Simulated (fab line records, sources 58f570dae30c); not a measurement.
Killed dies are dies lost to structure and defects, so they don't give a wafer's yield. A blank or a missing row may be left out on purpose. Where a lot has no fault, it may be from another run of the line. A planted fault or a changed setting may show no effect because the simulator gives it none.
fab line records	flow berkeley-cmos170
[record] lots = 5	wafers = 15	last-day = 10
route steps=331 shown V2@304 M3@309
lots that met no fault: from a run of the same line without faults
start-h: hours from the record's first day to the start of the lot's first wafer shown	wait-h: time in hours since the lot's previous step	" the same as in the row above	L1.1+2: one row covering several wafers at once	- no value, or no start was given	* or withheld: withheld	< > ~ a bound
route shown NAME@n: a module of which the file shows steps, and the number in the route of the first	usual: mean and standard deviation over wafers with no fault	same: alike in all rows	chamber/n: place in a boat	sites: each site's reading	_std_site: standard deviation across them	_edge_site: outer sites' mean less inner sites'	radius-mm: for every site, how far away it sits from the centre of the wafer	mask NAME#n: copy n	behind: tool/chamber where the wafer was last shaped	hold: the reason the lot was held/the length of the hold in hours/how it ended	device: whichever transistor did not switch (one of n, p or np)	end of line: the tests these same wafers got at the end of their route	a step given without rows: its recipe and nothing more	killed: count of dies lost to structure and defects at first sort (not the wafer's yield)	map: a wafer's dies, x killed, . not, _ none there
set.NAME: the setting the step ran with; set.NAME@STEP: the setting that earlier step ran with	model.NAME: the simulator's own value behind a step, which no gauge read
lots at some steps of the route; a table a step, a row a wafer
services: a tool's chamber out of use, with start hour (start-h, from the record's first day; less than 0 if before it), hours out, and reason
[[steps]]
[step UCB170_V2_CD_MEAS_12]
[recipe] target-cd-nm = 700
[usual] cd-nm = 700.1/1.4
lot.wafer	tool	chamber	start-h	wait-h	cd-nm
L077.1	cd-sem-02	-	173.63	-	699.7
L077.3	"	-	"	"	700.9
L077.5	"	-	"	"	698.1
L078.4	cd-sem-02	-	173.96	-	698.0
L078.5	"	-	"	"	697.9
L078.6	"	-	"	"	699.0
L084.1	cd-sem-02	-	203.72	-	700.1
L084.2	"	-	"	"	700.8
L084.6	"	-	"	"	700.2
L082.2	cd-sem-01	-	205.29	-	700.9
L082.5	"	-	"	"	700.8
L082.6	"	-	"	"	701.0
L093.1	cd-sem-01	-	246.49	-	699.9
L093.2	"	-	"	"	699.4
L093.6	"	-	"	"	699.1
[step UCB170_V2_OVL_MEAS_13]
[usual] V2_OVL = 0/4.9
lot.wafer	tool	chamber	start-h	wait-h	V2_OVL[nm]
L077.1	overlay-01	-	173.75	0.1	0
L077.3	"	-	"	"	3
L077.5	"	-	"	"	-4
L078.4	overlay-01	-	174.04	0.1	-1
L078.5	"	-	"	"	-2
L078.6	"	-	"	"	-6
L084.1	overlay-02	-	203.84	0.1	4
L084.2	"	-	"	"	8
L084.6	"	-	"	"	5
L082.2	overlay-02	-	205.39	0.1	-5
L082.5	"	-	"	"	-1
L082.6	"	-	"	"	2
L093.1	overlay-01	-	246.61	0.1	1
L093.2	"	-	"	"	0
L093.6	"	-	"	"	3
[step UCB170_V2_ETCH_14]
[recipe] chemistry = CHF3/CF4/Ar	target = SiO2	stop-on = Al	CHF3_flow_sccm = 45	cf4-flow-sccm = 15	Ar_flow_sccm = 150	pressure-mtorr = 200	rf-w = 700	target-depth-a = 12500	over-etch-frac = 0.25	time-s = 291
[usual] cf4-flow-sccm = 15.00/0.04	drypump-motor-current-A = 5.8/0.42	oes-product-au = 0.879/0.013	throttle-valve-pct = 6.99/0.12
lot.wafer	tool	chamber	start-h	wait-h	cf4-flow-sccm	drypump-motor-current-A	oes-product-au	rf-hours-counter-h	throttle-valve-pct
L077.1	rie-diel-02	1	173.78	0.0	15.00	5.1	0.882	100	6.94
L077.3	"	0	"	"	15.00	6.1	0.886	25	6.90
L077.5	"	0	"	"	14.98	6.1	0.876	-	6.90
L078.4	rie-diel-01	0	174.15	0.1	14.99	5.9	0.899	-	6.96
L078.5	"	2	"	"	15.05	6.4	0.875	-	7.18
L078.6	"	3	"	"	15.00	6.0	0.871	-	6.87
L084.1	rie-diel-02	0	203.88	0.0	14.99	6.1	0.882	27	6.89
L084.2	"	2	"	"	15.03	5.9	0.870	49	7.14
L084.6	"	2	"	"	14.99	5.9	0.885	-	7.12
L082.2	rie-diel-01	0	205.42	0.0	15.02	5.9	0.899	67	6.97
L082.5	"	0	"	"	15.10	5.9	0.905	-	6.96
L082.6	"	1	"	"	15.00	5.0	0.880	-	7.09
L093.1	rie-diel-01	2	246.65	0.0	14.96	6.4	0.874	69	7.19
L093.2	"	3	"	"	15.01	6.0	0.865	28	6.85
L093.6	"	3	"	"	15.05	6.0	0.861	-	6.88
[step UCB170_V2_STRIP_15]
[recipe] chemistry = O2	power-w = 400	pressure-mtorr = 3500	platen-temp-c = withheld	o2-flow-sccm = 400	overash-fraction = 0.5
[usual] drypump-motor-current-A = 5.8/0.52	oes-product-au = 0.722/0.0044	strip-time-to-endpoint-s = 15.29/0.08
lot.wafer	tool	chamber	start-h	wait-h	drypump-motor-current-A	oes-product-au	rf-hours-counter-h	strip-time-to-endpoint-s
L077.1	plasma-asher-03	0	173.96	0.1	5.9	0.718	6	15.32
L077.3	"	0	"	"	5.9	0.722	-	15.27
L077.5	"	1	"	"	5.4	0.727	-	15.36
L078.4	plasma-asher-04	0	174.27	0.0	5.2	0.723	-	15.28
L078.5	"	1	"	"	5.5	0.721	-	15.35
L078.6	"	0	"	"	5.1	0.715	-	15.31
L084.1	plasma-asher-03	1	204.06	0.1	5.4	0.721	9	15.26
L084.2	"	0	"	"	5.9	0.720	9	15.41
L084.6	"	0	"	"	5.9	0.719	-	15.25
L082.2	plasma-asher-03	0	205.60	0.1	5.9	0.724	10	15.26
L082.5	"	1	"	"	5.4	0.723	-	15.28
L082.6	"	0	"	"	5.9	0.718	-	15.28
L093.1	plasma-asher-03	0	246.82	0.1	5.9	0.711	15	15.24
L093.2	"	1	"	"	5.3	0.719	15	15.38
L093.6	"	0	"	"	6.0	0.722	-	15.35
[step UCB170_V2_CD_MEAS_90]
[recipe] target-cd-nm = 700
[usual] cd-nm = 700.2/1.5
lot.wafer	tool	chamber	start-h	wait-h	cd-nm
L077.1	cd-sem-02	-	174.06	0.1	700.0
L077.3	"	-	"	"	700.6
L077.5	"	-	"	"	698.1
L078.4	cd-sem-01	-	174.40	0.1	698.8
L078.5	"	-	"	"	697.4
L078.6	"	-	"	"	698.8
L084.1	cd-sem-01	-	204.16	0.1	700.5
L084.2	"	-	"	"	700.5
L084.6	"	-	"	"	699.4
L082.2	cd-sem-01	-	205.96	0.3	700.7
L082.5	"	-	"	"	700.6
L082.6	"	-	"	"	700.9
L093.1	cd-sem-01	-	247.11	0.3	700.2
L093.2	"	-	"	"	700.6
L093.6	"	-	"	"	699.8
[step UCB170_M3_PRE_CLEAN_00]
[recipe] gas = Ar	preclean-etch-time-s = 60
lot.wafer	tool	chamber	start-h	wait-h
L077.1+3+5	pvd-sputter-01	-	174.18	0.1
L078.4+5+6	pvd-sputter-03	-	174.46	0.0
L084.1+2+6	pvd-sputter-03	-	204.28	0.1
L082.2+5+6	pvd-sputter-04	-	206.06	0.1
L093.1+2+6	pvd-sputter-03	-	247.23	0.1
[step UCB170_M3_SPUTTER_01]
[recipe] material = Al	target-thk-nm = 900	time-s = 120	power-w = 6000	chamber-pressure-pa = 0.5
[usual] chamber-pressure-pa = 0.5000/0.001	throttle-valve-pct = 30.3/0.92
lot.wafer	tool	chamber	start-h	wait-h	chamber-pressure-pa	throttle-valve-pct
L077.1	pvd-sputter-01	-	174.25	0.0	0.4998	30.3
L077.3	"	-	"	"	0.5015	32.2
L077.5	"	-	"	"	0.4986	29.4
L078.4	pvd-sputter-03	-	174.52	0.0	0.5001	30.4
L078.5	"	-	"	"	0.5005	30.4
L078.6	"	-	"	"	0.4999	29.9
L084.1	pvd-sputter-03	-	204.35	0.0	0.5006	30.4
L084.2	"	-	"	"	0.5019	30.5
L084.6	"	-	"	"	0.5004	29.9
L082.2	pvd-sputter-04	-	206.12	0.0	0.4985	30.7
L082.5	"	-	"	"	0.4991	31.3
L082.6	"	-	"	"	0.4993	31.1
L093.1	pvd-sputter-03	-	247.30	0.0	0.5006	29.9
L093.2	"	-	"	"	0.5006	30.3
L093.6	"	-	"	"	0.4977	30.8
[step UCB170_M3_RS_MEAS_02]
[recipe] thk-meas-gauge = four-point-probe	reads = Al_of_M3_SPUTTER_01
[usual] M3_AL_RS = 0.0322/0.00035
lot.wafer	tool	chamber	start-h	wait-h	M3_AL_RS[ohm/sq]
L077.1	film-metro-02	-	174.33	0.0	0.0329
L077.3	"	-	"	"	0.0329
L077.5	"	-	"	"	0.0329
L078.4	film-metro-01	-	174.67	0.1	0.0323
L078.5	"	-	"	"	0.0321
L078.6	"	-	"	"	0.0320
L084.1	film-metro-03	-	204.43	0.0	0.0327
L084.2	"	-	"	"	0.0323
L084.6	"	-	"	"	0.0323
L082.2	film-metro-03	-	206.23	0.1	0.0319
L082.5	"	-	"	"	0.0321
L082.6	"	-	"	"	0.0320
L093.1	film-metro-02	-	247.38	0.0	0.0325
L093.2	"	-	"	"	0.0321
L093.6	"	-	"	"	0.0323
[step UCB170_M3_THK_MEAS_03]
[recipe] thk-meas-gauge = xrf	reads = Al_of_M3_SPUTTER_01
[usual] M3_AL_THK = 891/11
lot.wafer	tool	chamber	start-h	wait-h	M3_AL_THK[nm]
L077.1	film-metro-02	-	174.45	0.1	884
L077.3	"	-	"	"	883
L077.5	"	-	"	"	882
L078.4	film-metro-01	-	174.76	0.1	886
L078.5	"	-	"	"	888
L078.6	"	-	"	"	893
L084.1	film-metro-03	-	204.55	0.1	873
L084.2	"	-	"	"	887
L084.6	"	-	"	"	887
L082.2	film-metro-03	-	206.34	0.1	893
L082.5	"	-	"	"	894
L082.6	"	-	"	"	896
L093.1	film-metro-02	-	247.50	0.1	892
L093.2	"	-	"	"	908
L093.6	"	-	"	"	900
[step UCB170_M3_HMDS_04]
[recipe] prime-time-s = 60	prime-temp-c = 100
[usual] exhaust-pa = 45.1/0.87
lot.wafer	tool	chamber	start-h	wait-h	exhaust-pa
L077.1	litho-track-03	0	174.78	0.3	44.6
L077.3	"	0	"	"	44.2
L077.5	"	0	"	"	44.2
L078.4	litho-track-04	0	175.14	0.4	44.8
L078.5	"	0	"	"	44.5
L078.6	"	0	"	"	44.8
L084.1	litho-track-03	0	205.02	0.5	43.6
L084.2	"	0	"	"	46.1
L084.6	"	0	"	"	44.9
L082.2	litho-track-03	0	206.41	0.1	46.1
L082.5	"	0	"	"	45.3
L082.6	"	0	"	"	45.4
L093.1	litho-track-04	0	247.75	0.2	45.0
L093.2	"	0	"	"	45.4
L093.6	"	0	"	"	45.9
[step UCB170_M3_COAT_05]
[recipe] resist = KrF	spin-rpm = 1500	resist-thk-nm = 900
[usual] exhaust-pa = 44.9/0.8
lot.wafer	tool	chamber	start-h	wait-h	exhaust-pa
L077.1	litho-track-03	0	174.93	0.1	44.7
L077.3	"	0	"	"	44.4
L077.5	"	0	"	"	45.4
L078.4	litho-track-04	0	175.29	0.1	45.0
L078.5	"	0	"	"	45.2
L078.6	"	0	"	"	44.2
L084.1	litho-track-03	0	205.17	0.1	45.7
L084.2	"	0	"	"	45.9
L084.6	"	0	"	"	45.1
L082.2	litho-track-03	0	206.56	0.1	43.8
L082.5	"	0	"	"	44.0
L082.6	"	0	"	"	44.1
L093.1	litho-track-04	0	247.90	0.1	44.0
L093.2	"	0	"	"	45.4
L093.6	"	0	"	"	43.8
[step UCB170_M3_SOFTBAKE_06]
[recipe] resist = KrF	temp-c = 130	time-s = 60
[usual] exhaust-pa = 45.1/0.9
lot.wafer	tool	chamber	start-h	wait-h	exhaust-pa
L077.1	litho-track-03	0	175.08	0.1	44.7
L077.3	"	0	"	"	44.1
L077.5	"	0	"	"	44.6
L078.4	litho-track-04	0	175.44	0.1	45.5
L078.5	"	0	"	"	45.1
L078.6	"	0	"	"	44.6
L084.1	litho-track-03	0	205.32	0.1	44.6
L084.2	"	0	"	"	45.2
L084.6	"	0	"	"	44.4
L082.2	litho-track-03	0	206.71	0.1	45.7
L082.5	"	0	"	"	45.5
L082.6	"	0	"	"	43.9
L093.1	litho-track-04	0	248.05	0.1	45.0
L093.2	"	0	"	"	44.6
L093.6	"	0	"	"	45.4
[step UCB170_M3_STRIP_07]
[recipe] chemistry = O2	power-w = 400	pressure-mtorr = 3500	platen-temp-c = withheld	o2-flow-sccm = 400	overash-fraction = 0.5
[usual] drypump-motor-current-A = 5.6/0.49	oes-product-au = 0.734/0.0045	strip-time-to-endpoint-s = 21.95/0.065
lot.wafer	tool	chamber	start-h	wait-h	drypump-motor-current-A	oes-product-au	rf-hours-counter-h	strip-time-to-endpoint-s
L077.1	plasma-asher-03	1	175.23	0.1	5.3	0.736	6	22.02
L077.3	"	1	"	"	5.3	0.734	-	22.07
L077.5	"	1	"	"	5.3	0.737	-	22.01
L078.4	plasma-asher-01	0	175.55	0.1	4.9	0.740	-	21.98
L078.5	"	1	"	"	5.8	0.733	-	21.94
L078.6	"	0	"	"	5.0	0.736	-	22.05
L084.1	plasma-asher-01	1	205.47	0.1	5.8	0.732	45	21.94
L084.2	"	0	"	"	5.0	0.730	45	21.89
L084.6	"	1	"	"	5.8	0.740	-	21.94
L082.2	plasma-asher-03	1	206.84	0.1	5.3	0.725	10	21.94
L082.5	"	0	"	"	5.9	0.727	-	21.89
L082.6	"	1	"	"	5.4	0.730	-	21.85
L093.1	plasma-asher-03	1	248.20	0.1	5.3	0.739	15	21.92
L093.2	"	0	"	"	5.9	0.728	15	22.04
L093.6	"	0	"	"	5.9	0.740	-	21.94
[step UCB170_M3_STRIP_08]
[recipe] chemistry = DMSO	temp-c = 80	time-s = 600	material = KrF
[usual] bath-heat-duty-pct = 17.2/2.6	temp-c = 79.97/0.12
lot.wafer	tool	chamber	start-h	wait-h	bath-heat-duty-pct	temp-c
L077.1	wet-bench-03	3	175.33	0.1	14.1	79.94
L077.3	"	3	"	"	15.3	79.94
L077.5	"	3	"	"	14.4	80.17
L078.4	wet-bench-01	2	175.61	0.0	19.6	80.07
L078.5	"	2	"	"	20.2	79.98
L078.6	"	2	"	"	21.5	80.06
L084.1	wet-bench-03	3	205.57	0.1	12.1	80.14
L084.2	"	3	"	"	13.7	79.96
L084.6	"	3	"	"	14.6	80.17
L082.2	wet-bench-03	3	206.94	0.1	14.8	79.82
L082.5	"	3	"	"	13.8	79.86
L082.6	"	3	"	"	13.2	79.96
L093.1	wet-bench-02	3	248.42	0.2	21.8	80.03
L093.2	"	3	"	"	21.7	80.11
L093.6	"	3	"	"	22.0	80.00
[step UCB170_M3_COAT_09]
[recipe] resist = BARC	temp-c = withheld	time-s = withheld	spin-rpm = 3000	resist-thk-nm = withheld
[usual] exhaust-pa = 45.0/0.85
lot.wafer	tool	chamber	start-h	wait-h	exhaust-pa
L077.1	litho-track-03	0	175.50	0.0	43.9
L077.3	"	0	"	"	45.3
L077.5	"	0	"	"	44.8
L078.4	litho-track-04	0	175.98	0.2	44.3
L078.5	"	0	"	"	45.5
L078.6	"	0	"	"	45.1
L084.1	litho-track-04	0	205.95	0.2	46.2
L084.2	"	0	"	"	44.7
L084.6	"	0	"	"	45.7
L082.2	litho-track-03	0	207.59	0.5	43.9
L082.5	"	0	"	"	44.4
L082.6	"	0	"	"	44.1
L093.1	litho-track-03	0	248.61	0.0	46.0
L093.2	"	0	"	"	44.7
L093.6	"	0	"	"	44.8
[step UCB170_M3_COAT_10]
[recipe] resist = KrF	spin-rpm = 1500	resist-thk-nm = 900
[usual] exhaust-pa = 45.0/0.89
lot.wafer	tool	chamber	start-h	wait-h	exhaust-pa
L077.1	litho-track-03	0	-	-	45.6
L077.3	"	0	"	"	46.3
L077.5	"	0	"	"	44.7
L078.4	litho-track-04	0	-	-	44.6
L078.5	"	0	"	"	45.1
L078.6	"	0	"	"	45.0
L084.1	litho-track-04	0	-	-	44.5
L084.2	"	0	"	"	42.8
L084.6	"	0	"	"	44.8
L082.2	litho-track-03	0	-	-	44.3
L082.5	"	0	"	"	45.8
L082.6	"	0	"	"	45.9
L093.1	litho-track-03	0	-	-	44.0
L093.2	"	0	"	"	44.0
L093.6	"	0	"	"	44.1
[step UCB170_M3_SOFTBAKE_11]
[recipe] resist = KrF	temp-c = 130	time-s = 60
[usual] exhaust-pa = 44.9/0.96
lot.wafer	tool	chamber	start-h	wait-h	exhaust-pa
L077.1	litho-track-03	0	-	-	44.7
L077.3	"	0	"	"	44.3
L077.5	"	0	"	"	45.7
L078.4	litho-track-04	0	-	-	47.1
L078.5	"	0	"	"	46.3
L078.6	"	0	"	"	47.2
L084.1	litho-track-04	0	-	-	43.6
L084.2	"	0	"	"	44.7
L084.6	"	0	"	"	45.0
L082.2	litho-track-03	0	-	-	47.5
L082.5	"	0	"	"	45.2
L082.6	"	0	"	"	46.1
L093.1	litho-track-03	0	-	-	44.6
L093.2	"	0	"	"	46.7
L093.6	"	0	"	"	44.2
[step UCB170_M3_EXPOSE_12]
[recipe] mask-id = METAL3	target-cd-nm = 700	na = 0.5	sigma-outer = 0.6	source-shape = conventional	dose-mj = 26.17
lot.wafer	tool	chamber	start-h	wait-h	mask
L077.1+3+5	krf-scanner-01	0	175.95	-	METAL3#0
L078.4+5+6	krf-scanner-01	0	176.41	-	METAL3#0
L084.1+2+6	krf-scanner-01	0	206.40	-	METAL3#0
L082.2+5+6	krf-scanner-02	0	208.16	-	METAL3#0
L093.1+2+6	krf-scanner-01	0	249.19	-	METAL3#0
[step UCB170_M3_PEB_13]
[recipe] peb-temp-c = 130	peb-time-s = withheld	resist = KrF
[usual] exhaust-pa = 44.9/0.87
lot.wafer	tool	chamber	start-h	wait-h	exhaust-pa
L077.1	litho-track-03	0	176.07	0.1	45.8
L077.3	"	0	"	"	45.6
L077.5	"	0	"	"	45.5
L078.4	litho-track-02	0	176.55	0.1	45.3
L078.5	"	0	"	"	44.7
L078.6	"	0	"	"	45.2
L084.1	litho-track-04	0	206.88	0.5	45.9
L084.2	"	0	"	"	44.3
L084.6	"	0	"	"	46.3
L082.2	litho-track-03	0	208.31	0.1	44.3
L082.5	"	0	"	"	44.4
L082.6	"	0	"	"	46.0
L093.1	litho-track-03	0	249.30	0.1	44.4
L093.2	"	0	"	"	43.9
L093.6	"	0	"	"	46.1
[step UCB170_M3_DEVELOP_14]
[recipe] developer = TMAH	develop-time-s = 45	resist = KrF	dev-temp-c = 21
[usual] exhaust-pa = 44.9/0.81
lot.wafer	tool	chamber	start-h	wait-h	exhaust-pa
L077.1	litho-track-03	0	-	-	44.4
L077.3	"	0	"	"	43.3
L077.5	"	0	"	"	43.4
L078.4	litho-track-02	0	-	-	45.5
L078.5	"	0	"	"	45.3
L078.6	"	0	"	"	46.1
L084.1	litho-track-04	0	-	-	45.0
L084.2	"	0	"	"	45.9
L084.6	"	0	"	"	44.6
L082.2	litho-track-03	0	-	-	45.0
L082.5	"	0	"	"	46.7
L082.6	"	0	"	"	46.4
L093.1	litho-track-03	0	-	-	43.8
L093.2	"	0	"	"	43.8
L093.6	"	0	"	"	44.6
[step UCB170_M3_CD_MEAS_15]
[recipe] target-cd-nm = 700
[usual] cd-nm = 699.6/1.3
lot.wafer	tool	chamber	start-h	wait-h	cd-nm
L077.1	cd-sem-02	-	176.35	-	700.2
L077.3	"	-	"	"	701.7
L077.5	"	-	"	"	703.0
L078.4	cd-sem-01	-	176.81	-	700.0
L078.5	"	-	"	"	701.7
L078.6	"	-	"	"	699.6
L084.1	cd-sem-02	-	207.15	-	698.9
L084.2	"	-	"	"	696.3
L084.6	"	-	"	"	697.1
L082.2	cd-sem-02	-	208.58	-	699.8
L082.5	"	-	"	"	699.6
L082.6	"	-	"	"	700.7
L093.1	cd-sem-01	-	249.58	-	698.6
L093.2	"	-	"	"	698.6
L093.6	"	-	"	"	698.6
[step UCB170_M3_OVL_MEAS_16]
[usual] M3_OVL = 0/5.3
lot.wafer	tool	chamber	start-h	wait-h	M3_OVL[nm]
L077.1	overlay-02	-	176.47	0.1	0
L077.3	"	-	"	"	4
L077.5	"	-	"	"	4
L078.4	overlay-01	-	176.88	0.1	1
L078.5	"	-	"	"	8
L078.6	"	-	"	"	2
L084.1	overlay-01	-	207.27	0.1	0
L084.2	"	-	"	"	-3
L084.6	"	-	"	"	2
L082.2	overlay-01	-	208.69	0.1	-4
L082.5	"	-	"	"	-1
L082.6	"	-	"	"	-10
L093.1	overlay-01	-	249.70	0.1	5
L093.2	"	-	"	"	3
L093.6	"	-	"	"	7
[step UCB170_M3_ETCH_17]
[recipe] chemistry = N2/H2	target-depth-a = withheld	overetch-a = withheld	target = BARC	time-s = withheld	source-w = 500	bias-w = 100	pressure-mtorr = 30	n2-flow-sccm = 100	h2-flow-sccm = 200
[usual] drypump-motor-current-A = 5.8/0.46	oes-product-au = 1.006/0.019	throttle-valve-pct = 13.37/0.15
lot.wafer	tool	chamber	start-h	wait-h	drypump-motor-current-A	oes-product-au	throttle-valve-pct
L077.1	rie-diel-01	3	176.50	0.0	6.0	0.980	13.18
L077.3	"	1	"	"	5.1	1.001	13.43
L077.5	"	1	"	"	5.1	0.998	13.42
L078.4	rie-diel-04	0	176.90	0.0	5.8	0.978	13.11
L078.5	"	1	"	"	6.1	0.994	13.37
L078.6	"	2	"	"	5.2	1.009	13.51
L084.1	rie-diel-04	2	207.31	0.0	5.3	1.013	13.51
L084.2	"	1	"	"	6.1	0.991	13.39
L084.6	"	0	"	"	5.9	1.045	13.12
L082.2	rie-diel-01	1	208.72	0.0	5.1	1.014	13.42
L082.5	"	1	"	"	5.1	1.007	13.44
L082.6	"	0	"	"	5.9	1.038	13.35
L093.1	rie-diel-01	0	249.74	0.0	5.9	1.038	13.33
L093.2	"	2	"	"	6.4	1.005	13.62
L093.6	"	3	"	"	6.0	0.977	13.19
[step UCB170_M3_METAL_ETCH_18]
[recipe] chemistry = Cl2/BCl3	target = Al	stop-on = SiO2	pressure-mtorr = 12	target-depth-a = 11700	over-etch-frac = 0.3	time-s = 190.4	icp-w = 600	bias-w = 120	Cl2_flow_sccm = 90	bcl3-flow-sccm = 45
[usual] drypump-motor-current-A = 5.5/0.46	oes-product-au = 0.867/0.012	throttle-valve-pct = 24.32/0.23
lot.wafer	tool	chamber	start-h	wait-h	drypump-motor-current-A	oes-product-au	rf-hours-counter-h	throttle-valve-pct
L077.1	rie-metal-02	1	176.54	-	5.4	0.872	1.5	24.35
L077.3	"	1	"	"	5.4	0.872	-	24.32
L077.5	"	0	"	"	6.3	0.844	-	24.27
L078.4	rie-metal-03	1	177.01	-	5.2	0.857	-	24.88
L078.5	"	1	"	"	5.2	0.863	-	24.85
L078.6	"	0	"	"	4.9	0.880	-	24.08
L084.1	rie-metal-03	1	207.35	-	5.2	0.851	0.7	24.86
L084.2	"	0	"	"	4.9	0.883	7.7	24.10
L084.6	"	1	"	"	5.2	0.861	-	24.85
L082.2	rie-metal-02	0	208.76	-	6.3	0.858	3.7	24.27
L082.5	"	0	"	"	6.3	0.859	-	24.26
L082.6	"	1	"	"	5.4	0.884	-	24.31
L093.1	rie-metal-02	1	249.78	-	5.4	0.886	4.0	24.33
L093.2	"	0	"	"	6.3	0.856	5.0	24.26
L093.6	"	0	"	"	6.3	0.859	-	24.28
[step UCB170_M3_STRIP_19]
[recipe] chemistry = O2	power-w = 400	pressure-mtorr = 3500	platen-temp-c = withheld	o2-flow-sccm = 400	overash-fraction = 0.5
[usual] drypump-motor-current-A = 5.8/0.57	oes-product-au = 0.561/0.011
lot.wafer	tool	chamber	start-h	wait-h	drypump-motor-current-A	oes-product-au	rf-hours-counter-h
L077.1	plasma-asher-03	0	176.73	0.1	5.9	0.572	7
L077.3	"	0	"	"	5.9	0.579	-
L077.5	"	0	"	"	5.9	0.569	-
L078.4	plasma-asher-01	0	177.17	0.1	5.0	0.564	-
L078.5	"	1	"	"	5.7	0.563	-
L078.6	"	0	"	"	5.0	0.550	-
L084.1	plasma-asher-01	1	207.54	0.1	5.8	0.565	46
L084.2	"	0	"	"	5.0	0.554	46
L084.6	"	1	"	"	5.8	0.554	-
L082.2	plasma-asher-01	1	208.95	0.1	5.8	0.557	46
L082.5	"	0	"	"	5.0	0.560	-
L082.6	"	1	"	"	5.8	0.571	-
L093.1	plasma-asher-03	0	249.97	0.1	5.9	0.561	15
L093.2	"	1	"	"	5.3	0.550	15
L093.6	"	0	"	"	5.9	0.562	-
[step UCB170_M3_CD_MEAS_90]
[recipe] target-cd-nm = 700
[usual] cd-nm = 700.5/2.5
lot.wafer	tool	chamber	start-h	wait-h	cd-nm
L077.1	cd-sem-02	-	176.83	0.1	703.3
L077.3	"	-	"	"	704.1
L077.5	"	-	"	"	703.1
L078.4	cd-sem-01	-	177.29	0.1	704.4
L078.5	"	-	"	"	706.5
L078.6	"	-	"	"	700.0
L084.1	cd-sem-02	-	207.64	0.1	698.7
L084.2	"	-	"	"	695.3
L084.6	"	-	"	"	699.8
L082.2	cd-sem-01	-	209.07	0.1	700.9
L082.5	"	-	"	"	699.6
L082.6	"	-	"	"	699.5
L093.1	cd-sem-01	-	250.07	0.1	698.5
L093.2	"	-	"	"	701.1
L093.6	"	-	"	"	698.2
[step UCB170_M3_BOW_MEAS_20]
[recipe] mode = bow
[usual] M3_BOW = 36/7.2
lot.wafer	tool	chamber	start-h	wait-h	M3_BOW[um]
L077.1	film-metro-02	-	176.95	0.1	35
L077.3	"	-	"	"	34
L077.5	"	-	"	"	41
L078.4	film-metro-01	-	177.41	0.1	46
L078.5	"	-	"	"	41
L078.6	"	-	"	"	52
L084.1	film-metro-01	-	207.76	0.1	31
L084.2	"	-	"	"	46
L084.6	"	-	"	"	31
L082.2	film-metro-02	-	209.19	0.1	35
L082.5	"	-	"	"	27
L082.6	"	-	"	"	30
L093.1	film-metro-02	-	250.39	0.3	29
L093.2	"	-	"	"	27
L093.6	"	-	"	"	37
[[services]]
tool	chamber	start-h	hours	kind
krf-scanner-02	0	150.06	-	calibration
krf-scanner-02	-	151.07	0.2	repair
wet-bench-03	-	160.94	4.4	pm
rie-diel-02	0	163.29	4.0	repair
krf-scanner-02	-	169.15	0.8	pm
rie-diel-01	1	171.87	4.1	repair
krf-scanner-02	-	175.54	1.3	pm
pvd-sputter-03	-	178.18	2.3	repair
rie-diel-04	0	183.58	-	clean
rie-diel-04	0	183.58	15.1	scheduled-down
rie-diel-04	0	183.58	15.1	vent-cycle
pvd-sputter-03	-	189.27	2.0	repair
rie-diel-01	0	195.05	6.5	repair
krf-scanner-02	-	195.90	1.7	repair
rie-diel-02	3	197.94	9.5	repair
pvd-sputter-01	-	198.76	0.7	repair
plasma-asher-01	-	209.15	2.3	repair
plasma-asher-04	-	214.87	0.4	repair
rie-metal-02	1	227.96	5.0	repair
rie-metal-03	-	238.09	14.6	pm
pvd-sputter-03	-	238.35	3.6	repair
pvd-sputter-04	-	246.34	5.1	repair
[[key]]
fault none
